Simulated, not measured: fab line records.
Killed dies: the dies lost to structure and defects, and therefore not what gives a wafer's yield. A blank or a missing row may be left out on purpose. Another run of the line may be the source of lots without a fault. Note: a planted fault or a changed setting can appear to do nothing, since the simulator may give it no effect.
fab line records + flow berkeley-cmos170
record
- lots=14
- wafers=42
- last-day=12
route steps=331 shown V1@269 M3@325
lots that met no fault: from a run of the same line without faults
start-h: the number of hours between the record's first day and the start of the first shown wafer of the lot + wait-h: how many hours have passed since the lot's step before this one + " repeats the value in the row above + L1.1+2: a single row standing in for several wafers + - no value, or no start given + * or withheld: withheld + < > ~ a bound
route shown NAME@n: names a module that has steps shown in the file, with the first one's number in the route + usual: mean and standard deviation over wafers with no fault + same: alike in all rows + chamber/n: place in a boat + sites: per-site readings + _std_site: standard deviation across them + _edge_site: the outer-site mean with the inner-site mean subtracted + radius-mm: for every site, how far away it sits from the centre of the wafer + mask NAME#n: copy n + behind: the last tool/chamber to shape the wafer + hold: why the lot went on hold/how many hours it stayed there/how the hold came to an end + device: whichever transistor did not switch (one of n, p or np) + end of line: tests of these same wafers at the route's end + for a step that has no rows: nothing shown but its recipe + killed: the dies lost at the first sort to structure and to defects; this is not the yield of the wafer + map: per-die view of a wafer (x killed, . not killed, _ where there is no die)
set.NAME: the setting that was run; set.NAME@STEP: the one run at that earlier step + model.NAME: the simulator's own value behind a step, which no gauge read
steps of the route over a sample of lots; a table a step, a row a wafer
services: when a tool's chamber went out of use (start-h, in hours from the record's first day, below 0 if earlier), for how many hours, and the reason
## steps
# step UCB170_V1_STRIP_15
# recipe
- chemistry=O2
- power-w=400
- pressure-mtorr=3500
- platen-temp-c=withheld
- o2-flow-sccm=400
- overash-fraction=0.5
# usual
- drypump-motor-current-A=5.8/0.36
- o2-flow-sccm=400.1/1.3
- oes-product-au=0.722/0.0047
- strip-time-to-endpoint-s=15.34/0.13
# same
- overash-fraction=0.5
| lot.wafer | tool            | chamber | start-h | wait-h | drypump-motor-current-A | o2-flow-sccm | oes-product-au | rf-hours-counter-h | strip-time-to-endpoint-s |
|-----------|-----------------|---------|---------|--------|-------------------------|--------------|----------------|--------------------|--------------------------|
| L594.1    | plasma-asher-02 | 0       | 160.31  | 0.1    | 5.5                     | 400.9        | 0.726          | 34                 | 15.31                    |
| L594.3    | "               | 0       | "       | "      | 5.5                     | 401.0        | 0.718          | -                  | 15.51                    |
| L594.5    | "               | 0       | "       | "      | 5.5                     | 402.7        | 0.726          | -                  | 15.32                    |
| L595.2    | plasma-asher-02 | 0       | 163.11  | 0.1    | 5.5                     | 400.0        | 0.717          | 34                 | 15.30                    |
| L595.3    | "               | 1       | "       | "      | 6.2                     | 399.6        | 0.720          | -                  | 14.98                    |
| L595.5    | "               | 1       | "       | "      | 6.2                     | 400.2        | 0.728          | -                  | 15.21                    |
| L596.3    | plasma-asher-02 | 1       | 163.42  | 0.1    | 6.2                     | 401.2        | 0.721          | -                  | 15.32                    |
| L596.4    | "               | 0       | "       | "      | 5.5                     | 402.7        | 0.722          | -                  | 15.25                    |
| L596.6    | "               | 0       | "       | "      | 5.5                     | 401.0        | 0.726          | -                  | 15.29                    |
| L598.3    | plasma-asher-04 | 1       | 189.65  | 0.1    | 5.2                     | 399.6        | 0.725          | -                  | 15.54                    |
| L598.4    | "               | 0       | "       | "      | 6.2                     | 401.6        | 0.717          | -                  | 15.43                    |
| L598.6    | "               | 1       | "       | "      | 5.2                     | 400.4        | 0.725          | -                  | 15.43                    |
| L600.1    | plasma-asher-02 | 1       | 193.49  | 0.1    | 6.1                     | 399.8        | 0.719          | 38                 | 15.48                    |
| L600.3    | "               | 0       | "       | "      | 5.5                     | 399.4        | 0.720          | -                  | 15.51                    |
| L600.5    | "               | 0       | "       | "      | 5.5                     | 397.2        | 0.721          | -                  | 15.51                    |
| L599.1    | plasma-asher-04 | 1       | 193.76  | 0.1    | 5.2                     | 401.9        | 0.716          | 51                 | 15.30                    |
| L599.2    | "               | 0       | "       | "      | 6.2                     | 400.1        | 0.721          | 51                 | 15.50                    |
| L599.3    | "               | 0       | "       | "      | 6.2                     | 399.7        | 0.719          | -                  | 14.99                    |
| L601.1    | plasma-asher-01 | 1       | 198.69  | 0.1    | 5.5                     | 399.0        | 0.725          | 48                 | 15.44                    |
| L601.4    | "               | 0       | "       | "      | 6.0                     | 400.4        | 0.722          | -                  | 15.28                    |
| L601.6    | "               | 1       | "       | "      | 5.5                     | 399.6        | 0.728          | -                  | 15.53                    |
| L610.1    | plasma-asher-01 | 0       | 227.47  | 0.1    | 6.1                     | 400.6        | 0.716          | 51                 | 15.42                    |
| L610.2    | "               | 1       | "       | "      | 5.5                     | 399.7        | 0.723          | 51                 | 15.36                    |
| L610.4    | "               | 0       | "       | "      | 6.0                     | 400.8        | 0.723          | -                  | 15.58                    |
| L606.1    | plasma-asher-01 | 1       | 227.79  | 0.1    | 5.5                     | 400.7        | 0.716          | 52                 | 15.35                    |
| L606.5    | "               | 0       | "       | "      | 6.0                     | 399.5        | 0.725          | -                  | 15.38                    |
| L606.6    | "               | 1       | "       | "      | 5.5                     | 399.2        | 0.726          | -                  | 15.40                    |
| L613.1    | plasma-asher-04 | 0       | 240.79  | 0.1    | 6.2                     | 400.0        | 0.724          | 57                 | 15.08                    |
| L613.4    | "               | 0       | "       | "      | 6.2                     | 400.8        | 0.729          | -                  | 15.36                    |
| L613.6    | "               | 0       | "       | "      | 6.2                     | 401.2        | 0.716          | -                  | 15.26                    |
| L611.2    | plasma-asher-01 | 0       | 242.92  | 0.1    | 6.1                     | 399.1        | 0.721          | 54                 | 15.44                    |
| L611.5    | "               | 1       | "       | "      | 5.5                     | 401.1        | 0.727          | -                  | 15.38                    |
| L611.6    | "               | 0       | "       | "      | 6.0                     | 396.4        | 0.712          | -                  | 15.47                    |
| L614.2    | plasma-asher-02 | 1       | 257.62  | 0.1    | 6.2                     | 397.5        | 0.724          | 46                 | 15.38                    |
| L614.4    | "               | 1       | "       | "      | 6.2                     | 398.5        | 0.715          | -                  | 15.24                    |
| L614.5    | "               | 1       | "       | "      | 6.2                     | 398.7        | 0.719          | -                  | 15.29                    |
| L616.1    | plasma-asher-01 | 1       | 264.80  | 0.1    | 5.5                     | 401.5        | 0.722          | 56                 | 15.45                    |
| L616.4    | "               | 1       | "       | "      | 5.5                     | 400.8        | 0.719          | -                  | 15.49                    |
| L616.5    | "               | 1       | "       | "      | 5.5                     | 400.6        | 0.722          | -                  | 15.24                    |
| L617.2    | plasma-asher-02 | 0       | 282.00  | 0.1    | 5.5                     | 403.2        | 0.722          | 49                 | 15.16                    |
| L617.3    | "               | 0       | "       | "      | 5.5                     | 398.4        | 0.720          | -                  | 15.16                    |
| L617.4    | "               | 1       | "       | "      | 6.2                     | 399.5        | 0.720          | -                  | 15.28                    |
# step UCB170_V1_CD_MEAS_90
# recipe
- target-cd-nm=700
# usual
- cd-nm=699.6/1.6
| lot.wafer | tool      | chamber | start-h | wait-h | cd-nm |
|-----------|-----------|---------|---------|--------|-------|
| L594.1    | cd-sem-01 | -       | 160.41  | 0.1    | 699.3 |
| L594.3    | "         | -       | "       | "      | 700.1 |
| L594.5    | "         | -       | "       | "      | 701.4 |
| L595.2    | cd-sem-01 | -       | 163.23  | 0.1    | 700.5 |
| L595.3    | "         | -       | "       | "      | 698.8 |
| L595.5    | "         | -       | "       | "      | 699.4 |
| L596.3    | cd-sem-02 | -       | 163.53  | 0.1    | 697.7 |
| L596.4    | "         | -       | "       | "      | 697.8 |
| L596.6    | "         | -       | "       | "      | 700.7 |
| L598.3    | cd-sem-01 | -       | 189.76  | 0.1    | 697.6 |
| L598.4    | "         | -       | "       | "      | 697.4 |
| L598.6    | "         | -       | "       | "      | 700.1 |
| L600.1    | cd-sem-02 | -       | 193.59  | 0.1    | 697.7 |
| L600.3    | "         | -       | "       | "      | 696.6 |
| L600.5    | "         | -       | "       | "      | 698.7 |
| L599.1    | cd-sem-01 | -       | 193.86  | 0.1    | 701.8 |
| L599.2    | "         | -       | "       | "      | 700.4 |
| L599.3    | "         | -       | "       | "      | 702.9 |
| L601.1    | cd-sem-01 | -       | 198.86  | 0.1    | 698.1 |
| L601.4    | "         | -       | "       | "      | 700.6 |
| L601.6    | "         | -       | "       | "      | 699.5 |
| L610.1    | cd-sem-01 | -       | 227.58  | 0.1    | 698.5 |
| L610.2    | "         | -       | "       | "      | 699.1 |
| L610.4    | "         | -       | "       | "      | 698.4 |
| L606.1    | cd-sem-02 | -       | 227.89  | 0.1    | 698.3 |
| L606.5    | "         | -       | "       | "      | 700.3 |
| L606.6    | "         | -       | "       | "      | 699.7 |
| L613.1    | cd-sem-02 | -       | 240.89  | 0.1    | 703.5 |
| L613.4    | "         | -       | "       | "      | 701.2 |
| L613.6    | "         | -       | "       | "      | 701.6 |
| L611.2    | cd-sem-01 | -       | 243.04  | 0.1    | 700.4 |
| L611.5    | "         | -       | "       | "      | 701.2 |
| L611.6    | "         | -       | "       | "      | 700.3 |
| L614.2    | cd-sem-02 | -       | 257.78  | 0.1    | 701.1 |
| L614.4    | "         | -       | "       | "      | 703.2 |
| L614.5    | "         | -       | "       | "      | 700.5 |
| L616.1    | cd-sem-01 | -       | 264.90  | 0.1    | 700.1 |
| L616.4    | "         | -       | "       | "      | 697.8 |
| L616.5    | "         | -       | "       | "      | 699.2 |
| L617.2    | cd-sem-02 | -       | 282.12  | 0.1    | 702.3 |
| L617.3    | "         | -       | "       | "      | 701.8 |
| L617.4    | "         | -       | "       | "      | 702.6 |
# step UCB170_M3_OVL_MEAS_16
# usual
- M3_OVL=-2/5.3
| lot.wafer | tool       | chamber | start-h | wait-h | M3_OVL[nm] |
|-----------|------------|---------|---------|--------|------------|
| L594.1    | overlay-02 | -       | 169.36  | 0.1    | -3         |
| L594.3    | "          | -       | "       | "      | 3          |
| L594.5    | "          | -       | "       | "      | -7         |
| L595.2    | overlay-02 | -       | 172.62  | 0.1    | 0          |
| L595.3    | "          | -       | "       | "      | 8          |
| L595.5    | "          | -       | "       | "      | 5          |
| L596.3    | overlay-01 | -       | 172.87  | 0.1    | 2          |
| L596.4    | "          | -       | "       | "      | 5          |
| L596.6    | "          | -       | "       | "      | 2          |
| L598.3    | overlay-01 | -       | 198.62  | 0.1    | -3         |
| L598.4    | "          | -       | "       | "      | -11        |
| L598.6    | "          | -       | "       | "      | -7         |
| L600.1    | overlay-02 | -       | 203.75  | 0.1    | -8         |
| L600.3    | "          | -       | "       | "      | -5         |
| L600.5    | "          | -       | "       | "      | -8         |
| L599.1    | overlay-01 | -       | 204.26  | 0.1    | -1         |
| L599.2    | "          | -       | "       | "      | -11        |
| L599.3    | "          | -       | "       | "      | -7         |
| L601.1    | overlay-02 | -       | 207.88  | 0.1    | 3          |
| L601.4    | "          | -       | "       | "      | -6         |
| L601.6    | "          | -       | "       | "      | 0          |
| L610.1    | overlay-02 | -       | 239.07  | 0.1    | 9          |
| L610.2    | "          | -       | "       | "      | -1         |
| L610.4    | "          | -       | "       | "      | -4         |
| L606.1    | overlay-01 | -       | 240.22  | 0.1    | -4         |
| L606.5    | "          | -       | "       | "      | -3         |
| L606.6    | "          | -       | "       | "      | -8         |
| L613.1    | overlay-02 | -       | 249.60  | 0.1    | -3         |
| L613.4    | "          | -       | "       | "      | -6         |
| L613.6    | "          | -       | "       | "      | 1          |
| L611.2    | overlay-02 | -       | 250.14  | 0.1    | 2          |
| L611.5    | "          | -       | "       | "      | 2          |
| L611.6    | "          | -       | "       | "      | 1          |
| L614.2    | overlay-02 | -       | 266.66  | 0.1    | 0          |
| L614.4    | "          | -       | "       | "      | 6          |
| L614.5    | "          | -       | "       | "      | 2          |
| L616.1    | overlay-01 | -       | 273.70  | 0.1    | -9         |
| L616.4    | "          | -       | "       | "      | -5         |
| L616.5    | "          | -       | "       | "      | -3         |
| L617.2    | overlay-01 | -       | 290.30  | 0.1    | -6         |
| L617.3    | "          | -       | "       | "      | 5          |
| L617.4    | "          | -       | "       | "      | -2         |
# step UCB170_M3_METAL_ETCH_18
# recipe
- chemistry=Cl2/BCl3
- target=Al
- stop-on=SiO2
- pressure-mtorr=12
- target-depth-a=11700
- over-etch-frac=0.3
- time-s=195
- icp-w=600
- bias-w=120
- Cl2_flow_sccm=90
- bcl3-flow-sccm=45
# usual
- drypump-motor-current-A=6.0/0.37
- oes-product-au=0.852/0.018
- throttle-valve-pct=24.2/0.32
| lot.wafer | tool         | chamber | start-h | wait-h | drypump-motor-current-A | oes-product-au | rf-hours-counter-h | throttle-valve-pct |
|-----------|--------------|---------|---------|--------|-------------------------|----------------|--------------------|--------------------|
| L594.1    | rie-metal-01 | 0       | 169.44  | -      | 6.4                     | 0.849          | 10                 | 24.4               |
| L594.3    | "            | 0       | "       | "      | 6.3                     | 0.837          | -                  | 24.4               |
| L594.5    | "            | 0       | "       | "      | 6.3                     | 0.840          | -                  | 24.4               |
| L595.2    | rie-metal-02 | 0       | 172.69  | -      | 5.5                     | 0.826          | 9                  | 24.0               |
| L595.3    | "            | 0       | "       | "      | 5.5                     | 0.834          | -                  | 24.0               |
| L595.5    | "            | 0       | "       | "      | 5.5                     | 0.822          | -                  | 24.0               |
| L596.3    | rie-metal-04 | 1       | 173.00  | -      | 5.5                     | 0.877          | -                  | 24.8               |
| L596.4    | "            | 0       | "       | "      | 6.3                     | 0.822          | -                  | 23.9               |
| L596.6    | "            | 0       | "       | "      | 6.3                     | 0.826          | -                  | 23.9               |
| L598.3    | rie-metal-01 | 0       | 198.75  | -      | 6.3                     | 0.842          | -                  | 24.4               |
| L598.4    | "            | 1       | "       | "      | 6.2                     | 0.877          | -                  | 24.1               |
| L598.6    | "            | 1       | "       | "      | 6.2                     | 0.869          | -                  | 24.1               |
| L600.1    | rie-metal-04 | 0       | 203.85  | -      | 6.4                     | 0.837          | 10                 | 23.9               |
| L600.3    | "            | 0       | "       | "      | 6.4                     | 0.824          | -                  | 23.9               |
| L600.5    | "            | 1       | "       | "      | 5.5                     | 0.869          | -                  | 24.8               |
| L599.1    | rie-metal-01 | 1       | 204.34  | -      | 6.2                     | 0.873          | 12                 | 24.1               |
| L599.2    | "            | 0       | "       | "      | 6.3                     | 0.847          | 11                 | 24.4               |
| L599.3    | "            | 0       | "       | "      | 6.3                     | 0.840          | -                  | 24.4               |
| L601.1    | rie-metal-04 | 0       | 207.96  | -      | 6.3                     | 0.828          | 10                 | 23.9               |
| L601.4    | "            | 1       | "       | "      | 5.5                     | 0.869          | -                  | 24.8               |
| L601.6    | "            | 0       | "       | "      | 6.4                     | 0.822          | -                  | 23.9               |
| L610.1    | rie-metal-01 | 1       | 239.15  | -      | 6.3                     | 0.756          | 13                 | 24.2               |
| L610.2    | "            | 0       | "       | "      | 6.3                     | 0.704          | 13                 | 24.5               |
| L610.4    | "            | 1       | "       | "      | 6.3                     | 0.763          | -                  | 24.2               |
| L606.1    | rie-metal-01 | 0       | 240.29  | -      | 6.4                     | 0.707          | 13                 | 24.5               |
| L606.5    | "            | 1       | "       | "      | 6.2                     | 0.770          | -                  | 24.2               |
| L606.6    | "            | 0       | "       | "      | 6.4                     | 0.709          | -                  | 24.5               |
| L613.1    | rie-metal-02 | 0       | 249.68  | -      | 5.5                     | 0.832          | 12                 | 24.0               |
| L613.4    | "            | 0       | "       | "      | 5.5                     | 0.826          | -                  | 24.0               |
| L613.6    | "            | 0       | "       | "      | 5.5                     | 0.841          | -                  | 24.0               |
| L611.2    | rie-metal-04 | 1       | 250.21  | -      | 5.5                     | 0.859          | 12                 | 24.8               |
| L611.5    | "            | 0       | "       | "      | 6.4                     | 0.843          | -                  | 23.9               |
| L611.6    | "            | 1       | "       | "      | 5.5                     | 0.855          | -                  | 24.8               |
| L614.2    | rie-metal-04 | 0       | 266.73  | -      | 6.3                     | 0.853          | 1                  | 23.9               |
| L614.4    | "            | 0       | "       | "      | 6.3                     | 0.861          | -                  | 23.9               |
| L614.5    | "            | 0       | "       | "      | 6.3                     | 0.844          | -                  | 23.9               |
| L616.1    | rie-metal-02 | 1       | 273.77  | -      | 6.1                     | 0.840          | 3                  | 24.1               |
| L616.4    | "            | 0       | "       | "      | 5.5                     | 0.824          | -                  | 24.0               |
| L616.5    | "            | 1       | "       | "      | 6.1                     | 0.843          | -                  | 24.1               |
| L617.2    | rie-metal-04 | 1       | 290.38  | -      | 5.4                     | 0.881          | 12                 | 24.8               |
| L617.3    | "            | 1       | "       | "      | 5.4                     | 0.873          | -                  | 24.8               |
| L617.4    | "            | 0       | "       | "      | 6.3                     | 0.865          | -                  | 23.9               |
# step UCB170_M3_STRIP_19
# recipe
- chemistry=O2
- power-w=400
- pressure-mtorr=3500
- platen-temp-c=withheld
- o2-flow-sccm=400
- overash-fraction=0.5
# usual
- drypump-motor-current-A=5.9/0.32
- o2-flow-sccm=399.7/1.2
- oes-product-au=0.545/0.02
# same
- overash-fraction=0.5
| lot.wafer | tool            | chamber | start-h | wait-h | drypump-motor-current-A | o2-flow-sccm | oes-product-au | rf-hours-counter-h |
|-----------|-----------------|---------|---------|--------|-------------------------|--------------|----------------|--------------------|
| L594.1    | plasma-asher-02 | 1       | 169.81  | 0.3    | 6.2                     | 400.5        | 0.574          | 35                 |
| L594.3    | "               | 1       | "       | "      | 6.2                     | 399.7        | 0.573          | -                  |
| L594.5    | "               | 1       | "       | "      | 6.2                     | 399.8        | 0.577          | -                  |
| L595.2    | plasma-asher-02 | 1       | 172.88  | 0.1    | 6.2                     | 402.3        | 0.553          | 36                 |
| L595.3    | "               | 1       | "       | "      | 6.1                     | 402.9        | 0.555          | -                  |
| L595.5    | "               | 1       | "       | "      | 6.2                     | 400.7        | 0.555          | -                  |
| L596.3    | plasma-asher-02 | 0       | 173.16  | 0.1    | 5.5                     | 401.8        | 0.517          | -                  |
| L596.4    | "               | 1       | "       | "      | 6.2                     | 399.7        | 0.536          | -                  |
| L596.6    | "               | 0       | "       | "      | 5.5                     | 398.7        | 0.533          | -                  |
| L598.3    | plasma-asher-02 | 0       | 198.91  | 0.1    | 5.5                     | 400.8        | 0.568          | -                  |
| L598.4    | "               | 1       | "       | "      | 6.2                     | 398.0        | 0.537          | -                  |
| L598.6    | "               | 0       | "       | "      | 5.5                     | 400.1        | 0.520          | -                  |
| L600.1    | plasma-asher-01 | 1       | 204.04  | 0.1    | 5.5                     | 399.8        | 0.537          | 49                 |
| L600.3    | "               | 1       | "       | "      | 5.5                     | 400.0        | 0.537          | -                  |
| L600.5    | "               | 0       | "       | "      | 6.0                     | 398.8        | 0.515          | -                  |
| L599.1    | plasma-asher-01 | 0       | 204.52  | 0.1    | 6.0                     | 400.3        | 0.538          | 49                 |
| L599.2    | "               | 1       | "       | "      | 5.5                     | 398.8        | 0.574          | 49                 |
| L599.3    | "               | 1       | "       | "      | 5.5                     | 400.2        | 0.571          | -                  |
| L601.1    | plasma-asher-01 | 0       | 208.15  | 0.1    | 6.0                     | 400.4        | 0.536          | 49                 |
| L601.4    | "               | 0       | "       | "      | 6.1                     | 399.1        | 0.521          | -                  |
| L601.6    | "               | 1       | "       | "      | 5.5                     | 398.5        | 0.542          | -                  |
| L610.1    | plasma-asher-03 | 1       | 239.34  | 0.1    | 6.3                     | 398.6        | 0.720          | 15                 |
| L610.2    | "               | 0       | "       | "      | 6.1                     | 398.7        | 0.721          | 15                 |
| L610.4    | "               | 1       | "       | "      | 6.3                     | 399.8        | 0.723          | -                  |
| L606.1    | plasma-asher-03 | 1       | 240.48  | 0.1    | 6.3                     | 400.9        | 0.728          | 15                 |
| L606.5    | "               | 1       | "       | "      | 6.3                     | 398.7        | 0.721          | -                  |
| L606.6    | "               | 0       | "       | "      | 6.1                     | 400.4        | 0.720          | -                  |
| L613.1    | plasma-asher-01 | 1       | 249.86  | 0.1    | 5.5                     | 401.5        | 0.546          | 54                 |
| L613.4    | "               | 0       | "       | "      | 6.0                     | 400.7        | 0.553          | -                  |
| L613.6    | "               | 0       | "       | "      | 6.0                     | 397.9        | 0.545          | -                  |
| L611.2    | plasma-asher-02 | 0       | 250.40  | 0.1    | 5.5                     | 399.7        | 0.520          | 45                 |
| L611.5    | "               | 1       | "       | "      | 6.2                     | 398.6        | 0.569          | -                  |
| L611.6    | "               | 0       | "       | "      | 5.5                     | 401.4        | 0.521          | -                  |
| L614.2    | plasma-asher-02 | 1       | 266.92  | 0.1    | 6.2                     | 399.2        | 0.566          | 47                 |
| L614.4    | "               | 1       | "       | "      | 6.2                     | 400.8        | 0.579          | -                  |
| L614.5    | "               | 0       | "       | "      | 5.5                     | 400.4        | 0.573          | -                  |
| L616.1    | plasma-asher-03 | 0       | 273.96  | 0.1    | 6.1                     | 399.3        | 0.547          | 19                 |
| L616.4    | "               | 0       | "       | "      | 6.1                     | 399.2        | 0.537          | -                  |
| L616.5    | "               | 0       | "       | "      | 6.1                     | 400.6        | 0.540          | -                  |
| L617.2    | plasma-asher-02 | 1       | 290.56  | 0.1    | 6.2                     | 397.8        | 0.510          | 50                 |
| L617.3    | "               | 1       | "       | "      | 6.1                     | 399.8        | 0.506          | -                  |
| L617.4    | "               | 0       | "       | "      | 5.5                     | 401.3        | 0.574          | -                  |
# step UCB170_M3_CD_MEAS_90
# recipe
- target-cd-nm=700
# usual
- cd-nm=701/3.2
| lot.wafer | tool      | chamber | start-h | wait-h | cd-nm |
|-----------|-----------|---------|---------|--------|-------|
| L594.1    | cd-sem-02 | -       | 169.91  | 0.1    | 704   |
| L594.3    | "         | -       | "       | "      | 698   |
| L594.5    | "         | -       | "       | "      | 699   |
| L595.2    | cd-sem-02 | -       | 173.00  | 0.1    | 699   |
| L595.3    | "         | -       | "       | "      | 700   |
| L595.5    | "         | -       | "       | "      | 697   |
| L596.3    | cd-sem-01 | -       | 173.26  | 0.1    | 701   |
| L596.4    | "         | -       | "       | "      | 701   |
| L596.6    | "         | -       | "       | "      | 703   |
| L598.3    | cd-sem-01 | -       | 199.02  | 0.1    | 700   |
| L598.4    | "         | -       | "       | "      | 700   |
| L598.6    | "         | -       | "       | "      | 698   |
| L600.1    | cd-sem-01 | -       | 204.14  | 0.1    | 706   |
| L600.3    | "         | -       | "       | "      | 706   |
| L600.5    | "         | -       | "       | "      | 701   |
| L599.1    | cd-sem-01 | -       | 204.62  | 0.1    | 704   |
| L599.2    | "         | -       | "       | "      | 703   |
| L599.3    | "         | -       | "       | "      | 702   |
| L601.1    | cd-sem-01 | -       | 208.27  | 0.1    | 705   |
| L601.4    | "         | -       | "       | "      | 701   |
| L601.6    | "         | -       | "       | "      | 705   |
| L610.1    | cd-sem-01 | -       | 239.44  | 0.1    | 721   |
| L610.2    | "         | -       | "       | "      | 720   |
| L610.4    | "         | -       | "       | "      | 724   |
| L606.1    | cd-sem-02 | -       | 240.58  | 0.1    | 718   |
| L606.5    | "         | -       | "       | "      | 721   |
| L606.6    | "         | -       | "       | "      | 718   |
| L613.1    | cd-sem-01 | -       | 249.96  | 0.1    | 704   |
| L613.4    | "         | -       | "       | "      | 709   |
| L613.6    | "         | -       | "       | "      | 703   |
| L611.2    | cd-sem-01 | -       | 250.52  | 0.1    | 700   |
| L611.5    | "         | -       | "       | "      | 698   |
| L611.6    | "         | -       | "       | "      | 695   |
| L614.2    | cd-sem-02 | -       | 267.04  | 0.1    | 702   |
| L614.4    | "         | -       | "       | "      | 704   |
| L614.5    | "         | -       | "       | "      | 707   |
| L616.1    | cd-sem-01 | -       | 274.06  | 0.1    | 693   |
| L616.4    | "         | -       | "       | "      | 703   |
| L616.5    | "         | -       | "       | "      | 695   |
| L617.2    | cd-sem-02 | -       | 290.68  | 0.1    | 696   |
| L617.3    | "         | -       | "       | "      | 699   |
| L617.4    | "         | -       | "       | "      | 701   |
## services
| tool            | chamber | start-h | hours | kind           |
|-----------------|---------|---------|-------|----------------|
| rie-metal-04    | -       | 136.40  | 1.1   | repair         |
| plasma-asher-01 | -       | 161.52  | 28.1  | pm             |
| rie-metal-01    | 1       | 166.64  | 5.5   | repair         |
| rie-metal-02    | 1       | 189.47  | 12.1  | repair         |
| rie-metal-04    | 0       | 208.15  | -     | clean          |
| rie-metal-04    | 0       | 208.15  | 18.4  | scheduled-down |
| rie-metal-04    | 0       | 208.15  | 18.4  | vent-cycle     |
| rie-metal-01    | -       | 217.51  | 0.4   | repair         |
| plasma-asher-03 | -       | 219.57  | 4.3   | repair         |
| plasma-asher-04 | -       | 247.33  | 1.2   | repair         |
## key
first-sign
- step=UCB170_M3_METAL_ETCH_18
- reading=oes-product-au
- direction=down
- sigmas=6.5
- usual=0.852
- struck=0.735
effect
- step=UCB170_M3_STRIP_19
- reading=oes-product-au
- direction=up
- sigmas=8.8
- usual=0.545
- struck=0.722
effect
- step=UCB170_M3_CD_MEAS_90
- reading=cd-nm
- direction=up
- sigmas=6.2
- usual=701
- struck=720
met-at UCB170_M3_METAL_ETCH_18
struck-lots L606,L610
later-rows-left-out L606.1,L606.5,L606.6,L610.1,L610.2,L610.4
sort-left-out L606.1,L606.5,L606.6,L610.1,L610.2,L610.4
not-acting-at UCB170_V1_STRIP_15,UCB170_V1_CD_MEAS_90,UCB170_M3_OVL_MEAS_16
onset-between 204.34 239.15
fault
- kind=process-parameter-drift
- tool=rie-metal-01
- chamber=-
- onset-h=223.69
- steps=UCB170_M3_METAL_ETCH_18
- channel=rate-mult
- offset=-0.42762
- shape=step
- end-h=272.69
# sort-left-out: the simulated sort isn't trusted on such a fault, so these wafers' sort isn't shown, and their yield isn't known
# later-rows-left-out: the simulator's readings of these wafers behind a module that went badly wrong aren't trusted and aren't shown, but for the sort
